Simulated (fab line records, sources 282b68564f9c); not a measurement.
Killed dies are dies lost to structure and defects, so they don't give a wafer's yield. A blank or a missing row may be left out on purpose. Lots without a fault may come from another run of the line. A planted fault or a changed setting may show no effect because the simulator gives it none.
A struck lot beside a sound one | flow rit_cmos | 15 steps out of a route of 202
Sound: wafers L718.1, L718.4, L718.5. Struck: wafers L734.1, L734.3, L734.4. The cause comes at the end.
At each step with rows: each side's tool, then ch and its chambers, then its first start. Under that, the readings that differ: sound wafers | struck wafers | difference of the means | sigmas: that difference in standard deviations of wafers without a fault.
alike: readings whose means differ by less than 2 such deviations, and words and numbers that are the same on both sides. not compared: withheld readings, readings that some wafer has no value for, bounds like >300 that may hide the same value, and numbers for which the record gives no deviation and whose values overlap.
The two part at a step that has a row with sigmas, a row that says differs or no value, or rows on one side only. Numbers that don't overlap but have no deviation are shown without sigmas and don't part them. A reading that every wafer of one side lacks parts them only if that side has two wafers or more.

first, 4 steps without rows for these wafers: RIT_GATE_CLEAN_01 (cleans in SC1, time 600 s); RIT_GATE_CLEAN_02 (cleans in dHF, time 30 s); RIT_GATE_CLEAN_03 (cleans in SC2, time 600 s); RIT_GATE_CLEAN_04 (cleans in dHF, time 60 s).
RIT_FOX2_THK_MEAS_91:
  sound on film_metro-04, day 3 00:42; struck on film_metro-04, day 6 08:07
  alike: FIELD_OXIDE_LEFT_2_THK
then, 2 steps without rows for these wafers: RIT_GATE_OXIDATION_05 (target thk 3 nm, ox time 270 s); RIT_GATE_ANNEAL_06 (time 600 s).
RIT_GATE_THK_MEAS_07:
  sound on film_metro-04, day 3 03:05; struck on film_metro-02, day 6 13:38
  alike: GATE_OXIDE_THK
then, 1 step without rows for these wafers: RIT_GATE_CVD_08 (deposits poly-Si from SiH4, target thk 250 nm, time 2220 s).
RIT_GATE_THK_MEAS_09:
  sound on film_metro-04, day 3 04:46; struck on film_metro-03, day 6 15:19
  alike: GATE_POLY_THK
then, 2 steps without rows for these wafers: RIT_GATE_HMDS_10 (prime time 60 s); RIT_GATE_COAT_11 (resist thk 850 nm).
RIT_GATE_SOFTBAKE_12: time 60 s.
  sound on litho_track-02 ch 0, day 3 05:08; struck on litho_track-02 ch 0, day 6 15:40
  reading                  | sound             | struck            | difference | sigmas
  heater_power_total_W (W) | 34.50 34.55 34.57 | 34.07 34.16 34.05 | -0.45      | -10
  plate_temp_C (C)         | 90.08 90.13 90.16 | 89.31 89.41 89.21 | -0.81      | -7
then, 1 step without rows for these wafers: RIT_GATE_EXPOSE_13 (exposes mask M6, target cd 150 nm).
RIT_M1_PROBE_99:
  sound on prober-02, day 4 02:19; struck on prober-01, day 7 13:40
  alike: killed_at_contacts, killed_at_front_end, killed_dies, killed_open, killed_short

WHERE THEY PART
Only at RIT_GATE_SOFTBAKE_12, within this record. Later steps at which nothing parts them and some readings are alike: RIT_M1_PROBE_99.

WHY: what the simulator had put in
Process parameter drift: litho_track-02, from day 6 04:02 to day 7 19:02, at RIT_GATE_SOFTBAKE_12. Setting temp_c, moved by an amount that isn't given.
